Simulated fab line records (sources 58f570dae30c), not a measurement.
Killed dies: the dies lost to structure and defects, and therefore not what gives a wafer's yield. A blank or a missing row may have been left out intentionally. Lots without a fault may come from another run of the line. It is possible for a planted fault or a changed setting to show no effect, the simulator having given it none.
A lot that was struck, set against a sound lot :: flow berkeley cmos170 :: 15 out of 331 route steps
Sound: wafers L578.4, L578.5, L578.6. Struck: wafers L584.3, L584.4, L584.6. The cause is named last.
For every step that has rows: the tool of each side, followed by ch and its chambers, followed by its first start. Under that, the readings that differ: sound wafers :: struck wafers :: difference of the means :: sigmas: that difference in standard deviations of wafers without a fault.
alike: readings whose means differ by less than 2 such deviations, and words and numbers that are the same on both sides. not compared: withheld readings, readings that some wafer has no value for, bounds like >300 that may hide the same value, and numbers for which the record gives no deviation and whose values overlap.
Wherever a step has rows on one side only, a row that says differs or no value, or a row with sigmas, the two part there. Numbers that have no deviation but don't overlap get no sigmas and don't part them. A reading missing from all wafers of one side parts the sides only when that side holds two or more wafers.

first, 3 steps without rows for these wafers: UCB170_ACTIVE_EXPOSE_10 (exposes mask ACTIVE, target cd 1200 nm); UCB170_ACTIVE_PEB_11; UCB170_ACTIVE_DEVELOP_12 (develop time 45 s).
UCB170_ACTIVE_CD_MEAS_13: the cd target is 1200 nm.
  sound on cd sem-01, day 4 01:26; struck on cd sem-02, day 5 12:39
  alike: cd nm
UCB170_ACTIVE_OVL_MEAS_14:
  sound on overlay-02, day 4 01:30; struck on overlay-02, day 5 12:45
  alike: ACTIVE_OVL
UCB170_ACTIVE_ETCH_15: etches Si3N4 in CH3F/Ar/O2, stops on SiO2, target depth 242 nm, time 151 s.
  sound on rie diel-02 ch 1,2,3, day 4 01:31; struck on rie diel-03 ch 0,1, day 5 12:46
  alike: drypump motor current A, oes product au, throttle valve pct
  not compared: rf hours counter h
UCB170_ACTIVE_STRIP_16: strips in O2.
  sound on plasma asher-03 ch 0,1, day 4 01:40; struck on plasma asher-04 ch 0,1, day 5 12:54
  alike: drypump motor current A, oes product au, strip time to endpoint s
  not compared: rf hours counter h
UCB170_ACTIVE_CD_MEAS_90: the cd target is 1200 nm.
  sound on cd sem-01, day 4 01:47; struck on cd sem-02, day 5 13:01
  alike: cd nm
then, 4 steps without rows for these wafers: UCB170_ACTIVE_CLEAN_17 (cleans in SPM, time 600 s); UCB170_PFIELD_HMDS_00 (prime time 60 s); UCB170_PFIELD_COAT_01 (resist thk 900 nm); UCB170_PFIELD_SOFTBAKE_02 (time 60 s).
UCB170_PFIELD_EXPOSE_03: exposes mask PFIELD, target cd 1500 nm.
  sound on krf scanner-01 ch 0, day 4 04:55; struck on krf scanner-01 ch 0, day 5 15:14
reading: mask
sound: PFIELD#0 PFIELD#0 PFIELD#0
struck: PFIELD_R1#0 PFIELD_R1#0 PFIELD_R1#0
difference: differs
sigmas: 
after that, 1 step had no rows for these wafers: UCB170_PFIELD_PEB_04.
-- the record jumps here: 4 days lie between the struck wafers' starts before and after (it left off in module PFIELD and takes up again in module M3, whose first step shown is number 331 of the route) --
UCB170_M3_PROBE_99:
  sound on prober-02, day 7 15:38; struck on prober-01, day 9 03:38
reading: model.etest.iso pplus pwell.bv v (V)
sound: 22.95 23.02 22.82
struck: 17.29 17.41 17.78
difference: -5.44
sigmas: 

reading: model.etest.iso pplus pwell.lateral log10 a um
sound: -8.457 -8.478 -8.463
struck: -8.377 -8.347 -8.414
difference: +0.087
sigmas: 

WHERE THEY PART
UCB170_PFIELD_EXPOSE_03 only, going by this record.

WHY: whatever the simulator had introduced
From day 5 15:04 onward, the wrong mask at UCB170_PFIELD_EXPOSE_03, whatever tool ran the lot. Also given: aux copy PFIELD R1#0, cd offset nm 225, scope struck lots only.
